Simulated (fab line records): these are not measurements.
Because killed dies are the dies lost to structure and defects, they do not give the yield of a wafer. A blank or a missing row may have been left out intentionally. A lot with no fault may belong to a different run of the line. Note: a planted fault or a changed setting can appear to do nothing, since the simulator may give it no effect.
Lot-split experiment :: flow rit_cmos :: on a route of 202 steps: 5 lots, 27 wafers read

THE SPLIT ITSELF
At RIT_GATE_CVD_08 (deposits poly-Si from SiH4, target thk 250 nm, time 2220 s), the setting time_s was moved away from the recipe's 2220 s on 18 of the 27 wafers read, by -37.4% to +52.2%. All remaining wafers had this setting at the recipe value.

FROM THE SPLIT TO THE READING: what the file shows between them, 4 steps
- RIT_GATE_THK_MEAS_09
- RIT_GATE_HMDS_10: prime time 60 s
- RIT_GATE_COAT_11: resist thk 850 nm
- RIT_GATE_HARDBAKE_18: time 60 s

THE READING
oes_product_au, in a.u., at RIT_GATE_ETCH_19 (etches poly-Si in SF6/CHF3/O2, stops on SiO2, time 165 s, target depth 312.5 nm). Typical for fault-free wafers on this fab line: 0.853 a.u., with standard deviation 0.0096 a.u.

wafer: L074.1
tool, chamber at the split: -, -
time_s as run, s: 3319
against the recipe: +49.5%
oes_product_au, a.u.: 1.002
against lot-mates on the recipe: no lot-mate on the recipe

wafer: L074.2
tool, chamber at the split: -, -
time_s as run, s: 3319
against the recipe: +49.5%
oes_product_au, a.u.: 1.016
against lot-mates on the recipe: no lot-mate on the recipe

wafer: L074.3
tool, chamber at the split: -, -
time_s as run, s: 3319
against the recipe: +49.5%
oes_product_au, a.u.: 1.006
against lot-mates on the recipe: no lot-mate on the recipe

wafer: L074.4
tool, chamber at the split: -, -
time_s as run, s: 3319
against the recipe: +49.5%
oes_product_au, a.u.: 1.029
against lot-mates on the recipe: no lot-mate on the recipe

wafer: L074.5
tool, chamber at the split: -, -
time_s as run, s: 3319
against the recipe: +49.5%
oes_product_au, a.u.: 0.997
against lot-mates on the recipe: no lot-mate on the recipe

wafer: L074.6
tool, chamber at the split: -, -
time_s as run, s: 3319
against the recipe: +49.5%
oes_product_au, a.u.: 1.011
against lot-mates on the recipe: no lot-mate on the recipe

wafer: L075.1
tool, chamber at the split: -, -
time_s as run, s: 2220
against the recipe: recipe
oes_product_au, a.u.: 0.863
against lot-mates on the recipe: -

wafer: L075.2
tool, chamber at the split: -, -
time_s as run, s: 2220
against the recipe: recipe
oes_product_au, a.u.: 0.866
against lot-mates on the recipe: -

wafer: L075.3
tool, chamber at the split: -, -
time_s as run, s: 2220
against the recipe: recipe
oes_product_au, a.u.: 0.857
against lot-mates on the recipe: -

wafer: L075.4
tool, chamber at the split: -, -
time_s as run, s: 2220
against the recipe: recipe
oes_product_au, a.u.: 0.852
against lot-mates on the recipe: -

wafer: L075.5
tool, chamber at the split: -, -
time_s as run, s: 2220
against the recipe: recipe
oes_product_au, a.u.: 0.851
against lot-mates on the recipe: -

wafer: L075.6
tool, chamber at the split: -, -
time_s as run, s: 2220
against the recipe: recipe
oes_product_au, a.u.: 0.854
against lot-mates on the recipe: -

wafer: L076.1
tool, chamber at the split: -, -
time_s as run, s: 3379
against the recipe: +52.2%
oes_product_au, a.u.: 1.021
against lot-mates on the recipe: no lot-mate on the recipe

wafer: L076.2
tool, chamber at the split: -, -
time_s as run, s: 3379
against the recipe: +52.2%
oes_product_au, a.u.: 1.035
against lot-mates on the recipe: no lot-mate on the recipe

wafer: L076.3
tool, chamber at the split: -, -
time_s as run, s: 3379
against the recipe: +52.2%
oes_product_au, a.u.: 1.000
against lot-mates on the recipe: no lot-mate on the recipe

wafer: L076.4
tool, chamber at the split: -, -
time_s as run, s: 3379
against the recipe: +52.2%
oes_product_au, a.u.: 1.013
against lot-mates on the recipe: no lot-mate on the recipe

wafer: L076.5
tool, chamber at the split: -, -
time_s as run, s: 3379
against the recipe: +52.2%
oes_product_au, a.u.: 1.026
against lot-mates on the recipe: no lot-mate on the recipe

wafer: L076.6
tool, chamber at the split: -, -
time_s as run, s: 3379
against the recipe: +52.2%
oes_product_au, a.u.: 1.003
against lot-mates on the recipe: no lot-mate on the recipe

wafer: L080.1
tool, chamber at the split: -, -
time_s as run, s: 1390
against the recipe: -37.4%
oes_product_au, a.u.: 0.633
against lot-mates on the recipe: no lot-mate on the recipe

wafer: L080.2
tool, chamber at the split: -, -
time_s as run, s: 1390
against the recipe: -37.4%
oes_product_au, a.u.: 0.622
against lot-mates on the recipe: no lot-mate on the recipe

wafer: L080.3
tool, chamber at the split: -, -
time_s as run, s: 1390
against the recipe: -37.4%
oes_product_au, a.u.: 0.608
against lot-mates on the recipe: no lot-mate on the recipe

wafer: L080.4
tool, chamber at the split: -, -
time_s as run, s: 1390
against the recipe: -37.4%
oes_product_au, a.u.: 0.620
against lot-mates on the recipe: no lot-mate on the recipe

wafer: L080.5
tool, chamber at the split: -, -
time_s as run, s: 1390
against the recipe: -37.4%
oes_product_au, a.u.: 0.613
against lot-mates on the recipe: no lot-mate on the recipe

wafer: L080.6
tool, chamber at the split: -, -
time_s as run, s: 1390
against the recipe: -37.4%
oes_product_au, a.u.: 0.636
against lot-mates on the recipe: no lot-mate on the recipe

wafer: L082.3
tool, chamber at the split: lpcvd-02, 1
time_s as run, s: 2220
against the recipe: recipe
oes_product_au, a.u.: 0.856
against lot-mates on the recipe: -

wafer: L082.4
tool, chamber at the split: lpcvd-02, 1
time_s as run, s: 2220
against the recipe: recipe
oes_product_au, a.u.: 0.846
against lot-mates on the recipe: -

wafer: L082.6
tool, chamber at the split: lpcvd-02, 1
time_s as run, s: 2220
against the recipe: recipe
oes_product_au, a.u.: 0.846
against lot-mates on the recipe: -

THE FIT
A straight line over all 27 wafers: oes_product_au changes by +0.00418 a.u. for each +1% of time_s; r = +0.98; the points scatter about the line by 0.033 a.u.
Too few moved wafers with a lot-mate on the recipe to fit a line net of each lot's own level.

THE WHOLE CHAIN: every reading that the file lists as answering this split, in the file's order
step: RIT_GATE_CVD_08
what it does: deposits poly-Si from SiH4, target thk 250 nm, time 2220 s
reading: poly-Si_of_GATE_CVD_08.thk_nm (the simulator's own value, which no gauge read)
change (the file's fit): +2.49 nm for each +1% of the setting
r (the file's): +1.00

step: RIT_GATE_THK_MEAS_09
what it does: 
reading: GATE_POLY_THK
change (the file's fit): +2.49 for each +1% of the setting
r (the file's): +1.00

step: RIT_GATE_ETCH_19
what it does: etches poly-Si in SF6/CHF3/O2, stops on SiO2, time 165 s, target depth 312.5 nm
reading: oes_product_au
change (the file's fit): +0.00418 a.u. for each +1% of the setting
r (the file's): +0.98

step: RIT_GATE_ETCH_19
what it does: etches poly-Si in SF6/CHF3/O2, stops on SiO2, time 165 s, target depth 312.5 nm
reading: etch.depth_nm (the simulator's own value, which no gauge read)
change (the file's fit): +1.69 nm for each +1% of the setting
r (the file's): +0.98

step: RIT_GATE_ETCH_19
what it does: etches poly-Si in SF6/CHF3/O2, stops on SiO2, time 165 s, target depth 312.5 nm
reading: GATE.feature_depth_nm (the simulator's own value, which no gauge read)
change (the file's fit): +1.69 nm for each +1% of the setting
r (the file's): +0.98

step: RIT_SPACER_ETCHBACK_05
what it does: etches Si3N4 in SF6/CHF3, stops on SiO2, target depth 250 nm, time 240 s
reading: poly-Si_of_GATE_CVD_08.thk_nm (the simulator's own value, which no gauge read)
change (the file's fit): +2.71 nm for each +1% of the setting
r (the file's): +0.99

step: RIT_M1_PROBE_99
what it does: 
reading: etest.nldd.rs_ohm_sq (the simulator's own value, which no gauge read)
change (the file's fit): +9.43 for each +1% of the setting
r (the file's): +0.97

step: RIT_M1_PROBE_99
what it does: 
reading: etest.nldd.line_ohm_um (the simulator's own value, which no gauge read)
change (the file's fit): +3 for each +1% of the setting
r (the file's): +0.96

FILE'S OWN FIT
oes_product_au changes by +0.00418 a.u. for each +1% of time_s, r = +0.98.
